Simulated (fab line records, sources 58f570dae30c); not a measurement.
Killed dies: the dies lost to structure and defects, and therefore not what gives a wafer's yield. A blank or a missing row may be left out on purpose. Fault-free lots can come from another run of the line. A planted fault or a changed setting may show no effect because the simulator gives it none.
Chamber matching + flow berkeleyCmos170 + 4 sister chambers for UCB170_GATE_ETCH_14 on rieDiel-02
The step etches BARC in N2/H2. 4 wafers are shown with their chamber, then 8 later ones without.

## EACH WAFER AND ITS CHAMBER
| wafer  | chamber | drypumpMotorCurrentA (A) |
|--------|---------|--------------------------|
| L085.4 | 2       | 5.8                      |
| L087.2 | 0       | 5.2                      |
| L087.6 | 1       | 6.0                      |
| L089.1 | 3       | 4.7                      |

## WAFERS WITHOUT THEIR CHAMBER
| wafer  | drypumpMotorCurrentA (A) |
|--------|--------------------------|
| L089.3 | 6.1                      |
| L089.6 | 4.7                      |
| L094.1 | 5.8                      |
| L094.2 | 5.2                      |
| L094.6 | 5.8                      |
| L096.1 | 4.7                      |
| L096.5 | 6.1                      |
| L096.6 | 5.2                      |

## WHICH CHAMBER EACH WENT THROUGH
| wafer  | from the rows above | in truth |
|--------|---------------------|----------|
| L089.3 | 1                   | 1        |
| L089.6 | 3                   | 3        |
| L094.1 | 2                   | 2        |
| L094.2 | 0                   | 0        |
| L094.6 | 2                   | 2        |
| L096.1 | 3                   | 3        |
| L096.5 | 1                   | 1        |
| L096.6 | 0                   | 0        |
Placed correctly: 8 of 8. Left unplaced by these rows: 0. Wrongly placed: 0.
How it was worked out, from the rows above alone: a wafer's distance from a chamber is the root of the sum, over the readings, of the square of ((its reading less the chamber's mean) divided by the reading's scatter). If the next closest chamber is less than 2 further off than the closest, the wafer can't be placed; otherwise it belongs to the closest. For every chamber, the mean is computed from those of its wafers that are shown. The scatter: root of mean squared gap, hidden wafer to nearest shown wafer, with one shown wafer a chamber.
